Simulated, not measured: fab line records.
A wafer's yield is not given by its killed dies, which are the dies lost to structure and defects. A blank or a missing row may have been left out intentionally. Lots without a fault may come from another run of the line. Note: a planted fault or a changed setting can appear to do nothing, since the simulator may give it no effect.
fab line records | flow berkeley_cmos170
record: lots: 5 wafers: 23
route steps=331 shown M2@289 V2@299 M3@322
start_h: hours from the record's first day to the start of the lot's first wafer shown | wait_h: hours from the lot's prior step to this one | " as in the row above | L1.1+2: a single row standing in for several wafers | - value missing, or start not given | * or withheld: withheld | < > ~ a bound
route shown NAME@n: NAME is a module with steps in the file, n the number in the route of the first one | usual: mean and standard deviation over wafers with no fault | same: alike in all rows | chamber/n: place in a boat | sites: readings site by site | _std_site: standard deviation across them | _edge_site: mean of outer sites minus mean of inner sites | radius_mm: for every site, how far away it sits from the centre of the wafer | mask NAME#n: copy n | behind: the last tool/chamber to shape the wafer | hold: the reason the lot was held/the length of the hold in hours/how it ended | device: whichever transistor did not switch (one of n, p or np) | end of line: the tests these same wafers got at the end of their route | a step without rows: its recipe alone | killed: dies lost to structure and defects at the first sort, not the wafer's yield | map: the dies of a wafer, with x for killed, . for not killed, _ for no die there
set.NAME: the run value of the setting; set.NAME@STEP: its run value at that earlier step | model.NAME: the simulator's own value behind a step, which no gauge read
lots run with intentionally changed settings; tables by step, rows by wafer
== steps ==
step: UCB170_M2_METAL_ETCH_18
recipe: chemistry: Cl2/BCl3 target: Al stop_on: SiO2 pressure_mtorr: 12 target_depth_a: 11700 over_etch_frac: 0.3 time_s: 195 icp_w: 600 bias_w: 120 Cl2_flow_sccm: 90 bcl3_flow_sccm: 45
usual: oes_product_au: 0.857/0.011
columns lot.wafer tool chamber start_h wait_h set.time_s set.power_w@M2_SPUTTER_01 oes_product_au model.KrF_of_M2_COAT_10.thk_nm model.M2.feature_depth_nm model.etch.depth_nm
L076.1 rie_metal-04 0 151.96 - 195 5485 0.801 - - -
L076.2 " 1 " " 195 6000 0.849 242 947.1 891.8
L076.3 " 1 " " 213.8 5485 0.795 - - -
L076.4 " 0 " " 213.8 6000 0.834 170.4 963.4 900.7
L076.6 " 0 " " 213.8 5485 0.795 - - -
L082.2 rie_metal-01 1 179.80 - 195 6000 0.854 227.8 956.7 900.9
L082.3 " 1 " " 195 6268 0.873 230.9 995.3 939.9
L082.4 " 0 " " 209.6 6268 0.893 190.9 1005 944.1
L082.5 " 0 " " 209.6 6000 0.857 191.9 959 898.5
L082.6 " 1 " " 195 6000 0.856 230.7 961.4 905.9
L079.2 rie_metal-02 0 180.08 - 195 6000 0.864 224.9 954.9 898.4
L079.3 " 1 " " 207.2 6000 0.861 194.1 960.6 900
L079.4 " 0 " " 207.2 6000 0.854 188.7 955.7 895.1
L079.5 " 1 " " 207.2 5518 0.817 - - -
L079.6 " 0 " " 195 5518 0.830 - - -
L080.2 rie_metal-01 1 181.16 - 195 6000 0.857 239 951 895.7
L080.3 " 0 " " 195 6000 0.861 253.5 948.7 894.1
L080.4 " 1 " " 195 6000 0.858 235 958 902.4
L085.1 rie_metal-01 0 203.73 - 224 6000 0.859 151 976.5 911.1
L085.2 " 1 " " 195 6229 0.873 236.4 1006 950
L085.4 " 0 " " 224 6000 0.874 151 975.8 910.5
L085.5 " 1 " " 224 6229 0.871 139.5 1006 940
L085.6 " 0 " " 195 6229 0.894 249.7 998.9 944
step: UCB170_M2_STRIP_19
recipe: chemistry: O2 power_w: 400 pressure_mtorr: 3500 platen_temp_c: withheld o2_flow_sccm: 400 overash_fraction: 0.5
usual: oes_product_au: 0.568/0.01
columns lot.wafer tool chamber start_h wait_h set.time_s@M2_METAL_ETCH_18 oes_product_au
L076.1 plasma_asher-04 1 152.14 0.1 195 0.568
L076.2 " 0 " " 195 0.575
L076.3 " 1 " " 213.8 0.505
L076.4 " 0 " " 213.8 0.506
L076.6 " 0 " " 213.8 0.497
L082.2 plasma_asher-04 0 179.99 0.1 195 0.551
L082.3 " 1 " " 195 0.559
L082.4 " 0 " " 209.6 0.519
L082.5 " 0 " " 209.6 0.523
L082.6 " 1 " " 195 0.558
L079.2 plasma_asher-01 0 180.27 0.1 195 0.550
L079.3 " 1 " " 207.2 0.524
L079.4 " 0 " " 207.2 0.520
L079.5 " 1 " " 207.2 0.518
L079.6 " 0 " " 195 0.556
L080.2 plasma_asher-02 1 181.35 0.1 195 0.570
L080.3 " 0 " " 195 0.588
L080.4 " 1 " " 195 0.565
L085.1 plasma_asher-04 0 203.92 0.1 224 0.480
L085.2 " 1 " " 195 0.572
L085.4 " 0 " " 224 0.480
L085.5 " 0 " " 224 0.472
L085.6 " 1 " " 195 0.581
step: UCB170_V2_COAT_07
recipe: resist: KrF spin_rpm: 1500 resist_thk_nm: 900
columns lot.wafer tool chamber start_h wait_h set.spin_rpm model.KrF_of_V2_COAT_07.thk_nm
L076.1 litho_track-03 0 153.56 0.1 1500 901.2
L076.2 " 0 " " 1500 900.8
L076.3 " 0 " " 1530 889.9
L076.4 " 0 " " 1500 903
L076.6 " 0 " " 1530 890.8
L082.2 litho_track-03 0 181.40 0.1 1500 906.5
L082.3 " 0 " " 1500 908.7
L082.4 " 0 " " 1500 907.5
L082.5 " 0 " " 1500 907.3
L082.6 " 0 " " 1500 909.6
L079.2 litho_track-02 0 181.54 0.1 1500 897.8
L079.3 " 0 " " 1500 899.2
L079.4 " 0 " " 1435 921.6
L079.5 " 0 " " 1435 920.1
L079.6 " 0 " " 1500 899.6
L080.2 litho_track-01 0 183.45 0.1 1500 899
L080.3 " 0 " " 1500 895.7
L080.4 " 0 " " 1500 898.5
L085.1 litho_track-02 0 205.73 0.1 1500 904.3
L085.2 " 0 " " 1500 900.9
L085.4 " 0 " " 1441 924.9
L085.5 " 0 " " 1500 903.8
L085.6 " 0 " " 1441 921.2
step: UCB170_V2_ETCH_14
recipe: chemistry: CHF3/CF4/Ar target: SiO2 stop_on: Al CHF3_flow_sccm: 45 cf4_flow_sccm: 15 Ar_flow_sccm: 150 pressure_mtorr: 200 rf_w: 700 target_depth_a: 12500 over_etch_frac: 0.25 time_s: 291
columns lot.wafer tool chamber start_h wait_h set.time_s set.spin_rpm@V2_COAT_07 model.KrF_of_V2_COAT_07.thk_nm
L076.1 rie_diel-03 1 154.53 0.0 323.8 1500 579.9
L076.2 " 2 " " 291 1500 610.1
L076.3 " 3 " " 291 1530 600.6
L076.4 " 0 " " 323.8 1500 582.9
L076.6 " 0 " " 323.8 1530 571
L082.2 rie_diel-04 0 182.35 0.0 291 1500 622.3
L082.3 " 1 " " 291 1500 618.8
L082.4 " 2 " " 291 1500 613.1
L082.5 " 1 " " 291 1500 618.1
L082.6 " 0 " " 291 1500 625.3
L079.2 rie_diel-01 2 182.59 0.0 322.7 1500 581.6
L079.3 " 3 " " 291 1500 611.4
L079.4 " 1 " " 322.7 1435 602.6
L079.5 " 1 " " 291 1435 631.3
L079.6 " 0 " " 322.7 1500 581.7
L080.2 rie_diel-04 1 184.69 0.0 291 1500 608.9
L080.3 " 0 " " 291 1500 609.8
L080.4 " 3 " " 291 1500 609.2
L085.1+2 rie_diel-04 3,0 206.84 0.0 333 1500 575.3
L085.4 " 2 " " 333 1441 591
L085.5 " 2 " " 291 1500 608.3
L085.6 " 1 " " 291 1441 632.2
step: UCB170_V2_STRIP_15
recipe: chemistry: O2 power_w: 400 pressure_mtorr: 3500 platen_temp_c: withheld o2_flow_sccm: 400 overash_fraction: 0.5
usual: strip_time_to_endpoint_s: 15.34/0.095
columns lot.wafer tool chamber start_h wait_h set.spin_rpm@V2_COAT_07 set.time_s@V2_ETCH_14 strip_time_to_endpoint_s
L076.1 plasma_asher-04 1 154.71 0.1 1500 323.8 14.60
L076.2 " 0 " " 1500 291 15.32
L076.3 " 1 " " 1530 291 15.09
L076.4 " 0 " " 1500 323.8 14.68
L076.6 " 0 " " 1530 323.8 14.38
L082.2 plasma_asher-04 0 182.53 0.1 1500 291 15.60
L082.3 " 1 " " 1500 291 15.52
L082.4 " 0 " " 1500 291 15.39
L082.5 " 0 " " 1500 291 15.49
L082.6 " 1 " " 1500 291 15.68
L079.2 plasma_asher-01 0 182.77 0.1 1500 322.7 14.64
L079.3 " 1 " " 1500 291 15.35
L079.4 " 0 " " 1435 322.7 15.13
L079.5 " 0 " " 1435 291 15.82
L079.6 " 1 " " 1500 322.7 14.64
L080.2 plasma_asher-01 1 184.86 0.1 1500 291 15.30
L080.3 " 1 " " 1500 291 15.31
L080.4 " 0 " " 1500 291 15.28
L085.1 plasma_asher-04 1 207.02 0.1 1500 333 14.50
L085.2 " 0 " " 1500 333 14.46
L085.4 " 1 " " 1441 333 14.85
L085.5 " 1 " " 1500 291 15.28
L085.6 " 0 " " 1441 291 15.84
step: UCB170_M3_PEB_13
recipe: peb_temp_c: 130 peb_time_s: withheld resist: KrF
columns lot.wafer tool chamber start_h wait_h set.peb_temp_c
L076.1+3+6 litho_track-04 0 156.84 0.3 128.9
L076.2+4 " 0 " " 130
L082.2+6 litho_track-01 0 184.65 0.1 127.2
L082.3+4+5 " 0 " " 130
L079.2+5+6 litho_track-02 0 185.20 0.1 126.9
L079.3+4 " 0 " " 130
L080.2+3+4 litho_track-02 0 186.73 0.1 130
L085.1+4+6 litho_track-02 0 209.61 0.3 128.2
L085.2+5 " 0 " " 130
step: UCB170_M3_DEVELOP_14
recipe: developer: TMAH develop_time_s: 45 resist: KrF dev_temp_c: 21
step: UCB170_M3_CD_MEAS_15
recipe: target_cd_nm: 700
usual: cd_nm: 700.5/1.6
columns lot.wafer tool chamber start_h wait_h set.peb_temp_c@M3_PEB_13 cd_nm
L076.1 cd_sem-01 - 157.11 - 128.9 705.7
L076.2 " - " " 130 698.7
L076.3 " - " " 128.9 707.7
L076.4 " - " " 130 699.0
L076.6 " - " " 128.9 708.7
L082.2 cd_sem-02 - 184.92 - 127.2 721.7
L082.3 " - " " 130 701.8
L082.4 " - " " 130 701.2
L082.5 " - " " 130 702.6
L082.6 " - " " 127.2 723.4
L079.2 cd_sem-02 - 185.47 - 126.9 722.7
L079.3 " - " " 130 698.8
L079.4 " - " " 130 699.1
L079.5 " - " " 126.9 724.2
L079.6 " - " " 126.9 722.7
L080.2 cd_sem-01 - 187.00 - 130 702.1
L080.3 " - " " 130 700.6
L080.4 " - " " 130 701.9
L085.1 cd_sem-02 - 209.88 - 128.2 714.4
L085.2 " - " " 130 702.5
L085.4 " - " " 128.2 715.6
L085.5 " - " " 130 702.0
L085.6 " - " " 128.2 714.8
step: UCB170_M3_ETCH_17
recipe: chemistry: N2/H2 target_depth_a: withheld overetch_a: withheld target: BARC time_s: withheld source_w: 500 bias_w: 100 pressure_mtorr: 30 n2_flow_sccm: 100 h2_flow_sccm: 200
columns lot.wafer tool chamber start_h wait_h set.peb_temp_c@M3_PEB_13 model.M3.cd_nm
L076.1 rie_diel-04 1 157.27 0.0 128.9 706.3
L076.2 " 0 " " 130 698.4
L076.3 " 2 " " 128.9 707.2
L076.4 " 1 " " 130 699.7
L076.6 " 0 " " 128.9 708.1
L082.2 rie_diel-02 0 185.06 0.0 127.2 722.1
L082.3 " 2 " " 130 702.2
L082.4 " 3 " " 130 701.4
L082.5 " 3 " " 130 702.7
L082.6 " 2 " " 127.2 723.2
L079.2 rie_diel-02 3 185.61 0.0 126.9 722.9
L079.3 " 0 " " 130 698.3
L079.4 " 2 " " 130 699.8
L079.5 " 0 " " 126.9 723.9
L079.6 " 3 " " 126.9 722.8
L080.2 rie_diel-03 1 187.14 0.0 130 702.2
L080.3 " 2 " " 130 700.3
L080.4 " 3 " " 130 702.3
L085.1 rie_diel-03 0 210.04 0.0 128.2 713.8
L085.2 " 1 " " 130 702.6
L085.4 " 2 " " 128.2 715.5
L085.5 " 0 " " 130 701.7
L085.6 " 1 " " 128.2 715.1
step: UCB170_M3_METAL_ETCH_18
recipe: chemistry: Cl2/BCl3 target: Al stop_on: SiO2 pressure_mtorr: 12 target_depth_a: 11700 over_etch_frac: 0.3 time_s: 195 icp_w: 600 bias_w: 120 Cl2_flow_sccm: 90 bcl3_flow_sccm: 45
usual: oes_product_au: 0.854/0.009
columns lot.wafer tool chamber start_h wait_h set.over_etch_frac set.peb_temp_c@M3_PEB_13 oes_product_au model.KrF_of_M3_COAT_10.thk_nm model.M3.cd_nm model.SiO2_of_V2_CVD_00.thk_nm
L076.1 rie_metal-01 0 157.31 - 0.3 128.9 0.861 234.9 710.1 939.8
L076.2 " 1 " " 0.3418 130 0.835 199.6 694.8 936.2
L076.3 " 0 " " 0.3418 128.9 0.843 216 710.6 938
L076.4 " 1 " " 0.3 130 0.853 221.9 698.8 939.6
L076.6 " 1 " " 0.3418 128.9 0.828 195 703.9 936.3
L082.2 rie_metal-03 0 185.16 - 0.3 127.2 0.858 218.1 719.5 937.3
L082.3 " 0 " " 0.3 130 0.856 218.1 699.2 937.1
L082.4 " 0 " " 0.3 130 0.860 221.4 700.4 937.8
L082.5 " 0 " " 0.3 130 0.856 217.3 700.7 937.4
L082.6 " 0 " " 0.3 127.2 0.854 226.4 721.5 939
L079.2 rie_metal-04 0 185.65 - 0.3824 126.9 0.828 187.7 720.8 933.3
L079.3 " 0 " " 0.3 130 0.852 228.7 696.8 938.5
L079.4 " 1 " " 0.3824 130 0.824 191.1 696.6 934.9
L079.5 " 1 " " 0.3824 126.9 0.827 191.1 720 935.9
L079.6 " 0 " " 0.3 126.9 0.846 232.5 721.4 938.4
L080.2 rie_metal-01 0 187.18 - 0.3 130 0.862 239 701.5 938.8
L080.3 " 0 " " 0.3 130 0.860 236.3 703.1 938.2
L080.4 " 1 " " 0.3 130 0.861 211.7 702.6 936
L085.1 rie_metal-04 1 210.08 - 0.3578 128.2 0.830 218.2 709.3 936
L085.2 " 0 " " 0.3 130 0.854 240.9 701.4 939.4
L085.4 " 0 " " 0.3 128.2 0.862 240.8 715 940
L085.5 " 1 " " 0.3 130 0.858 246.2 701.1 940.9
L085.6 " 0 " " 0.3578 128.2 0.835 215.8 713.2 936.3
step: UCB170_M3_STRIP_19
recipe: chemistry: O2 power_w: 400 pressure_mtorr: 3500 platen_temp_c: withheld o2_flow_sccm: 400 overash_fraction: 0.5
step: UCB170_M3_CD_MEAS_90
recipe: target_cd_nm: 700
usual: cd_nm: 700.6/2.3
columns lot.wafer tool chamber start_h wait_h set.peb_temp_c@M3_PEB_13 cd_nm
L076.1 cd_sem-01 - 157.60 0.1 128.9 709.8
L076.2 " - " " 130 694.6
L076.3 " - " " 128.9 710.8
L076.4 " - " " 130 699.0
L076.6 " - " " 128.9 704.0
L082.2 cd_sem-02 - 185.59 0.1 127.2 719.5
L082.3 " - " " 130 699.0
L082.4 " - " " 130 700.3
L082.5 " - " " 130 700.5
L082.6 " - " " 127.2 721.3
L079.2 cd_sem-02 - 185.96 0.1 126.9 721.1
L079.3 " - " " 130 697.1
L079.4 " - " " 130 696.4
L079.5 " - " " 126.9 719.8
L079.6 " - " " 126.9 721.7
L080.2 cd_sem-01 - 187.49 0.1 130 701.7
L080.3 " - " " 130 703.0
L080.4 " - " " 130 702.7
L085.1 cd_sem-01 - 210.37 0.1 128.2 709.0
L085.2 " - " " 130 701.3
L085.4 " - " " 128.2 715.0
L085.5 " - " " 130 701.2
L085.6 " - " " 128.2 712.9
== key ==
split: step: UCB170_M2_METAL_ETCH_18 setting: time_s stated: 195 by: wafer
response: step: UCB170_M2_METAL_ETCH_18 reading: model.KrF_of_M2_COAT_10.thk_nm change: -6.27 per: 1% r: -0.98
response: step: UCB170_M2_STRIP_19 reading: oes_product_au change: -0.00637 per: 1% r: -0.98
split: step: UCB170_V2_COAT_07 setting: spin_rpm stated: 1500 by: wafer
response: step: UCB170_V2_COAT_07 reading: model.KrF_of_V2_COAT_07.thk_nm change: -5.14 per: 1% r: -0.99
response: step: UCB170_V2_ETCH_14 reading: model.KrF_of_V2_COAT_07.thk_nm slope: -4.84 per: 1% together_with: time_s@V2_ETCH_14 explained: 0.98
response: step: UCB170_V2_STRIP_15 reading: strip_time_to_endpoint_s slope: * per: 1% together_with: time_s@V2_ETCH_14 explained: 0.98
split: step: UCB170_V2_ETCH_14 setting: time_s stated: 291 by: wafer
response: step: UCB170_V2_ETCH_14 reading: model.KrF_of_V2_COAT_07.thk_nm change: -2.73 per: 1% r: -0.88
response: step: UCB170_V2_STRIP_15 reading: strip_time_to_endpoint_s change: * per: 1% r: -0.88
split: step: UCB170_M3_PEB_13 setting: peb_temp_c stated: 130 by: wafer
response: step: UCB170_M3_CD_MEAS_15 reading: cd_nm change: -9.82 per: 1% r: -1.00
response: step: UCB170_M3_ETCH_17 reading: model.M3.cd_nm change: -9.74 per: 1% r: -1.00
response: step: UCB170_M3_METAL_ETCH_18 reading: model.M3.cd_nm change: -9.76 per: 1% r: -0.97
response: step: UCB170_M3_CD_MEAS_90 reading: cd_nm change: -9.77 per: 1% r: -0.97
split: step: UCB170_M3_METAL_ETCH_18 setting: over_etch_frac stated: 0.3 by: wafer
response: step: UCB170_M3_METAL_ETCH_18 reading: oes_product_au change: -0.00106 per: 1% r: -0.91
response: step: UCB170_M3_METAL_ETCH_18 reading: model.KrF_of_M3_COAT_10.thk_nm change: -1.48 per: 1% r: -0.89
response: step: UCB170_M3_METAL_ETCH_18 reading: model.SiO2_of_V2_CVD_00.thk_nm change: -0.165 per: 1% r: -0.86
split outside_this_file step=UCB170_M2_SPUTTER_01 setting=power_w
split outside_this_file: this setting was split too, and the file shows its column; the key of that split is in another file
